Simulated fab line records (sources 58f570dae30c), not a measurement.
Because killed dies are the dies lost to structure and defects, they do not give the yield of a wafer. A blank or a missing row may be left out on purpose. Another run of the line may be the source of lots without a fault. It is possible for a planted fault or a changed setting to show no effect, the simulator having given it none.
Which of the tools did it? | flow berkeleyCmos170 | Sampling: 7 lots, 21 wafers, 2 of 331 route steps

== WHAT THE GAUGES SHOWED, per wafer ==
UCB170_M3_RS_MEAS_02: the measuring method here is four-point-probe.
lot  | measured     | on           | M3_AL_RS (ohm/sq)
L883 | day 8 14:22  | filmMetro-03 | 0.0317 0.0328 0.0325
L888 | day 9 05:01  | filmMetro-01 | 0.0329 0.0324 0.0328
L886 | day 9 04:49  | filmMetro-03 | 0.0315 0.0325 0.0327
L891 | day 9 12:35  | filmMetro-01 | 0.0327 0.0323 0.0319
L893 | day 10 17:41 | filmMetro-03 | 0.0451 0.0446 0.0438
L894 | day 10 23:05 | filmMetro-02 | 0.0324 0.0322 0.0316
L904 | day 12 18:55 | filmMetro-01 | 0.0316 0.0317 0.0320

== WHAT TOOL EACH LOT RAN ON (gives the tool, then ch and the chambers of the sampled wafers, and finally the start) ==
lot  | UCB170_M3_SPUTTER_01
L883 | pvdSputter-02, day 8 14:17
L888 | pvdSputter-03, day 9 04:56
L886 | pvdSputter-02, day 9 04:40
L891 | pvdSputter-03, day 9 12:31
L893 | pvdSputter-03, day 10 17:37
L894 | pvdSputter-02, day 10 22:59
L904 | pvdSputter-01, day 12 18:47
- UCB170_M3_SPUTTER_01: material Al, target thk 900 nm, time 120 s.

== THE ANSWER, worked out from the rows above alone ==
Rule: usual is defined by the lots themselves. Put in order of their means at a reading, lots are off if they are a third of the lots or fewer, leave a main group of 4 or more, and stand apart from it by a gap of 3 or more times the standard deviation of the main group's means; of several such gaps the widest counts. A main group is skipped when, at the precision printed for the reading in the tables above, its means are all equal. A lot without any number at a reading at which 4 lots or more have one is off too. All remaining lots with rows at the step are treated as sound.
Off: L893, at UCB170_M3_RS_MEAS_02 (M3_AL_RS). The main group: mean 0.0322 ohm/sq, standard deviation 0.00028.
A tool fits if, at a process step before that reading, it ran every lot that is off, and no sound lot after the first of them. The gauges at UCB170_M3_RS_MEAS_02 are tried like those tools. This does not decide it: 2 tools fit, namely pvdSputter-03 at UCB170_M3_SPUTTER_01 and filmMetro-03 at UCB170_M3_RS_MEAS_02.

== WHAT WAS PUT IN BY THE SIMULATOR ==
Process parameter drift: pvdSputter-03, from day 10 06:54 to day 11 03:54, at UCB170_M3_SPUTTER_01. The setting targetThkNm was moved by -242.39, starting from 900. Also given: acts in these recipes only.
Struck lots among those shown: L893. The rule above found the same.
